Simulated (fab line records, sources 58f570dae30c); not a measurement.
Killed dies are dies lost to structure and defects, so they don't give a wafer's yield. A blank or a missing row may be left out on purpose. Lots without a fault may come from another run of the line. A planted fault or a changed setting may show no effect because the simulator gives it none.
fab line records | flow berkeley_cmos170 | part 2 of 2: steps 30 to 41 of 41
record lots=5 wafers=15 last_day=13
route steps=331 shown PLDD@156 NLDD@158 SPACER@171 PSD@175 NSD@187
lots that met no fault: from a run of the same line without faults
start_h: hours from the record's first day to the start of the lot's first wafer shown | wait_h: hours since the lot's step before | " the same as in the row above | L1.1+2: a row that stands for several wafers | - no value, or no start given | * or withheld: withheld | < > ~ a bound
route shown NAME@n: a module of which the file shows steps, and the number in the route of the first | usual: mean/standard deviation of fault-free wafers | same: alike in all rows | chamber/n: place in a boat | sites: the reading at each site | _std_site: their standard deviation | _edge_site: outer sites' mean less inner sites' | radius_mm: how far each site lies from the wafer's centre | mask NAME#n: copy n | behind: the tool/chamber that last shaped the wafer | hold: why the lot was held/for how many hours/how that ended | device: the transistor (n, p or np) that didn't switch | end of line: the same wafers' tests at the end of the route | a step without rows: its recipe alone | killed: dies lost to structure and defects at the first sort, not the wafer's yield | map: a wafer's dies, x killed, . not, _ none there
set.NAME: the setting as run; set.NAME@STEP: as run at that earlier step | model.NAME: the simulator's own value behind a step, which no gauge read
lots at some steps of the route; a table a step, a row a wafer
services: from which hour (start_h, from the record's first day; less than 0 if before it) a tool's chamber was out of use, for how many hours, and why
## steps
# step UCB170_PSD_TW_MEAS_10
# usual PSD_TW=2376/26
# columns lot.wafer tool chamber start_h wait_h PSD_TW
L075.2 film_metro-03 - 183.64 0.1 2385
L075.5 " - " " 2382
L075.6 " - " " 2380
L077.1 film_metro-03 - 184.18 0.1 2403
L077.2 " - " " 2378
L077.4 " - " " 2387
L082.2 film_metro-03 - 209.59 0.1 2376
L082.4 " - " " 2376
L082.5 " - " " 2389
L096.2 film_metro-04 - 277.86 0.1 2321
L096.3 " - " " 2316
L096.5 " - " " 2317
L097.3 film_metro-02 - 278.11 0.1 2369
L097.4 " - " " 2381
L097.6 " - " " 2355
# step UCB170_PSD_CLEAN_11
# recipe chemistry=SPM temp_c=120 time_s=600
# columns lot.wafer tool chamber start_h wait_h
L075.2+5+6 wet_bench-01 0 183.69 0.0
L077.1+2+4 wet_bench-02 1 184.24 0.1
L082.2+4+5 wet_bench-01 3 209.71 0.1
L096.2+3+5 wet_bench-02 3 277.91 0.0
L097.3+4+6 wet_bench-02 1 278.15 0.0
# step UCB170_NSD_HMDS_00
# recipe prime_time_s=60 prime_temp_c=100
# columns lot.wafer tool chamber start_h wait_h
L075.2+5+6 litho_track-03 0 183.89 0.0
L077.1+2+4 litho_track-01 0 184.46 0.0
L082.2+4+5 litho_track-01 0 210.02 0.1
L096.2+3+5 litho_track-03 0 278.11 0.0
L097.3+4+6 litho_track-01 0 278.37 0.1
# step UCB170_NSD_COAT_01
# recipe resist=KrF spin_rpm=1500 resist_thk_nm=900
# usual dispense_pressure_kPa=50/5
# columns lot.wafer tool chamber start_h wait_h dispense_pressure_kPa
L075.2 litho_track-03 0 184.04 0.1 55
L075.5 " 0 " " 55
L075.6 " 0 " " 55
L077.1 litho_track-01 0 184.61 0.1 44
L077.2 " 0 " " 44
L077.4 " 0 " " 44
L082.2 litho_track-01 0 210.17 0.1 44
L082.4 " 0 " " 44
L082.5 " 0 " " 44
L096.2 litho_track-03 0 278.26 0.1 55
L096.3 " 0 " " 55
L096.5 " 0 " " 55
L097.3 litho_track-01 0 278.52 0.1 44
L097.4 " 0 " " 44
L097.6 " 0 " " 44
# step UCB170_NSD_SOFTBAKE_02
# recipe resist=KrF temp_c=130 time_s=60
# columns lot.wafer tool chamber start_h wait_h
L075.2+5+6 litho_track-03 0 184.19 0.1
L077.1+2+4 litho_track-01 0 184.76 0.1
L082.2+4+5 litho_track-01 0 210.32 0.1
L096.2+3+5 litho_track-03 0 278.41 0.1
L097.3+4+6 litho_track-01 0 278.67 0.1
# step UCB170_NSD_EXPOSE_03
# recipe mask_id=NSELECT_MOD na=0.5 sigma_outer=0.6 source_shape=conventional target_cd_nm=1200 dose_mj=30
# usual focus_offset_nm=0.0/0.52
# columns lot.wafer tool chamber start_h wait_h mask focus_offset_nm
L075.2 krf_scanner-02 0 184.34 0.1 NSELECT_MOD#0 0.5
L075.5 " 0 " " NSELECT_MOD#0 0.2
L075.6 " 0 " " NSELECT_MOD#0 0.4
L077.1 krf_scanner-02 0 185.14 0.3 NSELECT_MOD#0 1.1
L077.2 " 0 " " NSELECT_MOD#0 0.5
L077.4 " 0 " " NSELECT_MOD#0 0.0
L082.2 krf_scanner-01 0 210.59 0.2 NSELECT_MOD#0 0.3
L082.4 " 0 " " NSELECT_MOD#0 0.1
L082.5 " 0 " " NSELECT_MOD#0 0.7
L096.2 krf_scanner-01 0 278.68 0.2 NSELECT_MOD#0 -0.8
L096.3 " 0 " " NSELECT_MOD#0 -0.1
L096.5 " 0 " " NSELECT_MOD#0 0.8
L097.3 krf_scanner-02 0 278.94 0.2 NSELECT_MOD#0 -0.5
L097.4 " 0 " " NSELECT_MOD#0 -0.3
L097.6 " 0 " " NSELECT_MOD#0 0.3
# step UCB170_NSD_PEB_04
# recipe peb_temp_c=130 peb_time_s=withheld resist=KrF
# columns lot.wafer tool chamber start_h wait_h
L075.2+5+6 litho_track-04 0 184.62 0.3
L077.1+2+4 litho_track-03 0 185.25 0.1
L082.2+4+5 litho_track-04 0 211.05 0.4
L096.2+3+5 litho_track-04 0 278.80 0.1
L097.3+4+6 litho_track-03 0 279.07 0.1
# step UCB170_NSD_DEVELOP_05
# recipe developer=TMAH develop_time_s=45 resist=KrF dev_temp_c=21
# same develop_time_s=45
# columns lot.wafer tool chamber start_h wait_h
L075.2+5+6 litho_track-04 0 - -
L077.1+2+4 litho_track-03 0 - -
L082.2+4+5 litho_track-04 0 - -
L096.2+3+5 litho_track-04 0 - -
L097.3+4+6 litho_track-03 0 - -
# step UCB170_NSD_CD_MEAS_06
# recipe target_cd_nm=1200
# usual cd_nm=1200.3/1.5
# columns lot.wafer tool chamber start_h wait_h cd_nm
L075.2 cd_sem-02 - 184.89 - 1201.9
L075.5 " - " " 1201.4
L075.6 " - " " 1201.0
L077.1 cd_sem-01 - 185.53 - 1198.9
L077.2 " - " " 1199.7
L077.4 " - " " 1200.2
L082.2 cd_sem-01 - 211.32 - 1197.3
L082.4 " - " " 1198.2
L082.5 " - " " 1198.0
L096.2 cd_sem-02 - 279.07 - 1200.9
L096.3 " - " " 1199.8
L096.5 " - " " 1201.1
L097.3 cd_sem-02 - 279.33 - 1197.9
L097.4 " - " " 1197.6
L097.6 " - " " 1197.0
# step UCB170_NSD_OVL_MEAS_07
# usual NSD_OVL=0/5.5
# columns lot.wafer tool chamber start_h wait_h NSD_OVL[nm]
L075.2 overlay-01 - 185.00 0.1 3
L075.5 " - " " 1
L075.6 " - " " -2
L077.1 overlay-02 - 185.65 0.1 -6
L077.2 " - " " -10
L077.4 " - " " -9
L082.2 overlay-02 - 211.43 0.1 -8
L082.4 " - " " -2
L082.5 " - " " -6
L096.2 overlay-02 - 279.17 0.1 -2
L096.3 " - " " 5
L096.5 " - " " 6
L097.3 overlay-01 - 279.42 0.1 1
L097.4 " - " " 3
L097.6 " - " " 6
# step UCB170_NSD_IMPLANT_08
# recipe species=P dose_cm2=3e+15 energy_kev=40 tilt_deg=7
# usual dose_ions_cm2=3e+15/3.1e+12
# columns lot.wafer tool chamber start_h wait_h dose_ions_cm2
L075.2 implanter-04 0 185.05 0.0 3.001e+15
L075.5 " 0 " " 2.995e+15
L075.6 " 0 " " 2.997e+15
L077.1 implanter-03 0 185.68 0.0 3.001e+15
L077.2 " 0 " " 3.003e+15
L077.4 " 0 " " 3.003e+15
L082.2 implanter-01 0 211.48 0.0 3e+15
L082.4 " 0 " " 3.001e+15
L082.5 " 0 " " 2.996e+15
L096.2 implanter-04 0 279.23 0.0 3e+15
L096.3 " 0 " " 2.995e+15
L096.5 " 0 " " 3e+15
L097.3 implanter-01 0 279.50 0.1 2.996e+15
L097.4 " 0 " " 2.998e+15
L097.6 " 0 " " 2.996e+15
# step UCB170_NSD_STRIP_09
# recipe chemistry=O2 power_w=400 pressure_mtorr=3500 platen_temp_c=withheld o2_flow_sccm=400 overash_fraction=0.5
# usual drypump_motor_current_A=6.1/0.33 o2_flow_sccm=399.8/1.2 oes_product_au=0.534/0.0048 strip_time_to_endpoint_s=35.81/0.082
# columns lot.wafer tool chamber start_h wait_h drypump_motor_current_A o2_flow_sccm oes_product_au rf_hours_counter_h strip_time_to_endpoint_s
L075.2 plasma_asher-04 1 185.18 0.1 6.0 399.4 0.529 44 35.84
L075.5 " 0 " " 5.7 399.3 0.528 - 35.81
L075.6 " 1 " " 6.0 399.9 0.527 - 35.78
L077.1 plasma_asher-02 1 185.83 0.1 6.6 400.5 0.538 42 35.80
L077.2 " 0 " " 6.4 401.2 0.537 42 35.85
L077.4 " 1 " " 6.6 399.0 0.529 - 35.86
L082.2 plasma_asher-04 0 211.61 0.1 5.7 397.6 0.538 47 35.75
L082.4 " 1 " " 6.0 398.9 0.523 - 35.75
L082.5 " 1 " " 6.0 398.2 0.533 - 35.76
L096.2 plasma_asher-04 0 279.35 0.1 5.7 399.2 0.539 55 35.78
L096.3 " 0 " " 5.7 399.0 0.538 - 35.73
L096.5 " 1 " " 6.0 399.4 0.526 - 35.69
L097.3 plasma_asher-03 1 279.63 0.1 5.7 398.5 0.536 - 35.88
L097.4 " 0 " " 6.4 398.7 0.529 - 35.93
L097.6 " 0 " " 6.4 398.2 0.541 - 35.89
## services
# columns tool chamber start_h hours kind
pecvd-02 - 153.40 0.9 repair
rie_diel-02 1 160.61 3.5 repair
plasma_asher-02 - 162.91 2.0 repair
plasma_asher-04 - 169.08 2.8 pm
plasma_asher-03 - 172.13 2.8 pm
rie_diel-01 2 175.11 5.3 repair
krf_scanner-02 - 180.71 2.8 repair
krf_scanner-02 - 191.50 1.3 repair
krf_scanner-01 - 196.63 0.8 pm
krf_scanner-02 - 197.38 1.3 pm
krf_scanner-01 - 205.12 1.3 pm
krf_scanner-02 - 211.72 0.8 pm
krf_scanner-02 - 216.63 1.0 pm
rie_diel-02 2 218.20 8.0 repair
krf_scanner-02 - 218.26 6.2 repair
implanter-01 - 226.04 2.4 pm
krf_scanner-01 - 231.62 0.2 repair
furnace-01 - 244.86 4.7 pm
implanter-01 - 249.75 26.2 repair
implanter-03 - 256.64 2.3 pm
krf_scanner-01 - 256.83 3.6 pm
implanter-03 - 261.25 2.8 repair
krf_scanner-01 - 265.44 4.4 pm
implanter-02 - 276.26 6.2 repair
